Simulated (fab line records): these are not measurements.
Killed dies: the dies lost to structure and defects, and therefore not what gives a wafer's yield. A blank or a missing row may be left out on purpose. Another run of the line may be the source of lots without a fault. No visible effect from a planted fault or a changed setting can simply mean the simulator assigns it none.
8D (eight disciplines) problem report, filled in by code / flow rit_cmos / the parts of the form that need people (team, actions taken, sign-off) are left out

## 1. WHAT WENT WRONG
rf_fwd_power_W at RIT_ACTIVE_ETCH_13 reads a mean of 174.6 W on 9 wafers of 3 lots; wafers without a fault read 124.7 W with a standard deviation of 0.41. That is +99 or more standard deviations from the usual mean.
The step: etches Si3N4 in SF6, stops on SiO2, time 210 s, target depth 210 nm.
Seen first at day 3 07:11 on rie_diel-01, wafer L506.1. Wafers with a number at this step in the record: 42, from 14 lots. Rule for "out" (also "out of limits"): further than 4 standard deviations from the usual mean. All remaining wafers that have a number are taken as sound.

## 2. WHAT IT IS; WHAT IT IS NOT
question=which readings at this step | is=rf_fwd_power_W | is not=drypump_motor_current_A, oes_product_au, throttle_valve_pct
question=which lots | is=L506, L508, L509 | is not=L498, L500, L501, L503, L507, L511, L512, L515, L518, L520, L521
question=which wafers of those lots | is=all that have a number | is not=-
question=read on which tools | is=rie_diel-01 | is not=rie_diel-03, rie_diel-04
question=when | is=from day 3 07:11 | is not=up to then (12 sound wafers); but 21 sound wafers of L507, L511, L512, L515, L518, L520, L521 came after

## 3. WHAT RULES OUT EACH SUSPECT
Counting: a tool stays on the suspect list if, at a process step up to the reading, it processed all lots that are out and no sound lot following the first of them.
- rie_diel-01 at RIT_ACTIVE_ETCH_13 (etches Si3N4 in SF6, stops on SiO2, time 210 s, target depth 210 nm): ruled out as a lasting fault. Sound lots L521 ran on it after its first lot that is out, L506 (day 3 07:11).
Left after counting: nothing in the record.

## 4. THE CAUSE (what the simulator had put in)
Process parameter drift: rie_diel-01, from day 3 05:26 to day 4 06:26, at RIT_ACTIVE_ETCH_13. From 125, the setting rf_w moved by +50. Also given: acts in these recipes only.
Counting ruled it out, wrongly.

## 5. THE EFFECT CHAIN, in route order
Rows list readings where the struck wafers' mean (over those with a number) sits beyond 3 standard deviations from the usual. Only readings for which the record gives a usual standard deviation are gone through. hours: the time from each lot's start at the first step in this table that gives one to its start at this step, as a median over the lots. sigmas: the change in usual standard deviations.
hours=0; step=RIT_ACTIVE_ETCH_13; reading=rf_fwd_power_W; usual=124.7 W; on struck wafers=174.6; change=+49.9; sigmas=+99 or more
Here are the process steps it includes:
- RIT_ACTIVE_ETCH_13: etches Si3N4 in SF6, stops on SiO2, time 210 s, target depth 210 nm.

## 6. WHAT WOULD HAVE CAUGHT IT SOONER
In this record the first reading out of limits was taken at day 3 07:11, 2 hours after the fault began at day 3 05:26.
